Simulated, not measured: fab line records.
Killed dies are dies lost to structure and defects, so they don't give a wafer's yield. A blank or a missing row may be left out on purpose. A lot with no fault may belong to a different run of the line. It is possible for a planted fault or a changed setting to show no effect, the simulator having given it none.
What tool caused it? ; flow berkeleyCmos170 ; 48 wafers from 16 lots sampled at 4 of the route's 331 steps

WHAT THE GAUGES READ, wafer by wafer
UCB170_PLDD_OVL_MEAS_07.
lot;measured;on;PLDD_OVL (nm)
L548;day 6 00:10;overlay-01;-1 -7 1
L549;day 6 17:45;overlay-01;7 -5 0
L550;day 7 00:18;overlay-01;-3 1 4
L552;day 7 08:29;overlay-01;6 5 8
L551;day 7 08:51;overlay-01;10 -3 7
L555;day 7 10:32;overlay-01;-3 -3 3
L554;day 7 10:43;overlay-02;1 9 8
L556;day 7 20:17;overlay-01;-3 4 1
L553;day 7 21:34;overlay-02;5 2 9
L559;day 8 09:21;overlay-02;0 0 -2
L560;day 8 15:40;overlay-02;6 7 10
L562;day 9 03:25;overlay-02;3 10 4
L566;day 9 23:55;overlay-01;6 6 5
L568;day 10 12:52;overlay-02;-3 1 -4
L570;day 10 13:06;overlay-01;0 7 -1
L571;day 11 00:53;overlay-02;-5 -7 -3

UCB170_NSD_OVL_MEAS_07.
lot;measured;on;NSD_OVL (nm)
L548;day 6 11:16;overlay-02;13 4 5
L549;day 7 04:44;overlay-01;13 10 10
L550;day 7 10:15;overlay-02;7 3 7
L552;day 7 21:50;overlay-02;3 4 3
L551;day 7 21:17;overlay-01;-5 4 0
L555;day 7 20:44;overlay-01;-1 10 0
L554;day 7 22:08;overlay-02;-6 -5 -6
L556;day 8 08:30;overlay-01;-225 -215 -228
L553;day 8 08:47;overlay-02;-208 -216 -213
L559;day 8 22:12;overlay-01;5 13 11
L560;day 9 04:05;overlay-02;-220 -220 -214
L562;day 9 14:07;overlay-01;-216 -216 -218
L566;day 10 11:04;overlay-02;9 7 6
L568;day 10 23:08;overlay-01;-1 2 5
L570;day 10 23:16;overlay-02;-3 -2 2
L571;day 11 10:42;overlay-02;8 2 9

TOOL THAT RAN EACH LOT (tool first, then ch and the chambers of the sampled wafers, then the start)
lot;UCB170_GATE_STRIP_16;UCB170_NSD_EXPOSE_03
L548;plasmaAsher-04 ch 0,1, day 5 22:23;krfScanner-02 ch 0, day 6 10:46
L549;plasmaAsher-04 ch 0,1, day 6 15:47;krfScanner-02 ch 0, day 7 03:48
L550;plasmaAsher-01 ch 0,1, day 6 22:49;krfScanner-02 ch 0, day 7 09:39
L552;plasmaAsher-01 ch 0,1, day 7 06:28;krfScanner-02 ch 0, day 7 21:08
L551;plasmaAsher-01 ch 0, day 7 07:02;krfScanner-01 ch 0, day 7 20:34
L555;plasmaAsher-04 ch 0,1, day 7 08:31;krfScanner-02 ch 0, day 7 20:14
L554;plasmaAsher-04 ch 0,1, day 7 08:45;krfScanner-01 ch 0, day 7 21:23
L556;plasmaAsher-02 ch 0,1, day 7 18:18;krfScanner-01 ch 0, day 8 06:47
L553;plasmaAsher-02 ch 0,1, day 7 18:51;krfScanner-01 ch 0, day 8 07:22
L559;plasmaAsher-02 ch 0,1, day 8 06:07;krfScanner-02 ch 0, day 8 21:13
L560;plasmaAsher-04 ch 0,1, day 8 13:36;krfScanner-01 ch 0, day 9 03:34
L562;plasmaAsher-04 ch 0,1, day 8 22:31;krfScanner-01 ch 0, day 9 13:29
L566;plasmaAsher-04 ch 0,1, day 9 22:33;krfScanner-02 ch 0, day 10 09:50
L568;plasmaAsher-04 ch 0,1, day 10 10:22;krfScanner-02 ch 0, day 10 22:36
L570;plasmaAsher-02 ch 0,1, day 10 10:26;krfScanner-02 ch 0, day 10 22:43
L571;plasmaAsher-01 ch 0,1, day 10 23:05;krfScanner-02 ch 0, day 11 09:54
- UCB170_GATE_STRIP_16: strips in O2.
- UCB170_NSD_EXPOSE_03: exposes mask NSELECT MOD, target cd 1200 nm.

WHAT THE TOOLS THEMSELVES READ (means of the sampled wafers that have a number; where no wafer has one, the mark that the record gives instead)
UCB170_GATE_STRIP_16.
lot;tool;drypumpMotorCurrentA (A);oesProductAu (a.u.)
L548;plasmaAsher-04;5.34;0.726
L549;plasmaAsher-04;5.36;0.730
L550;plasmaAsher-01;5.87;0.723
L552;plasmaAsher-01;5.87;0.719
L551;plasmaAsher-01;5.53;0.724
L555;plasmaAsher-04;5.35;0.725
L554;plasmaAsher-04;5.34;0.724
L556;plasmaAsher-02;5.88;0.719
L553;plasmaAsher-02;5.80;0.724
L559;plasmaAsher-02;5.89;0.727
L560;plasmaAsher-04;5.36;0.723
L562;plasmaAsher-04;5.37;0.722
L566;plasmaAsher-04;5.36;0.727
L568;plasmaAsher-04;5.36;0.727
L570;plasmaAsher-02;5.80;0.724
L571;plasmaAsher-01;5.88;0.723

THE ANSWER, worked out from the rows above alone
Rule: usual is defined by the lots themselves. Put in order of their means at a reading, lots are off if they are a third of the lots or fewer, leave a main group of 4 or more, and stand apart from it by a gap of 3 or more times the standard deviation of the main group's means; of several such gaps the widest counts. If all means in a main group match to the digits the tables above print for the reading, that group is not used. A lot without any number at a reading at which 4 lots or more have one is off too. Any other lot the step has rows for is counted as sound. First the gauges in route order, then the tools' own readings, where a lot's mean is used as printed above. At the first step where some lot is off, the reading lying furthest off is the one used; lots without a number count as furthest.
Off: L556, L553, L560, L562, seen at UCB170_NSD_OVL_MEAS_07 (NSD_OVL). Mean 4 nm and standard deviation 4.6 in the main group.
If a tool, at a process step before that reading, ran all the lots that are off and no sound lot after the first of them, it fits. The gauges at UCB170_NSD_OVL_MEAS_07 are tried like those tools. One fits: krfScanner-01 at UCB170_NSD_EXPOSE_03. A fault onset in the window from L554 (day 7 21:23, its last sound lot) to L556 (day 8 06:47, its first lot off) fits.

WHAT THE SIMULATOR PUT IN
Scanner matching overlay: krfScanner-01, from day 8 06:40 on, at UCB170_NSD_EXPOSE_03. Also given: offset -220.
Struck lots among those shown: L556, L553, L560, L562. This agrees with what the rule above found.
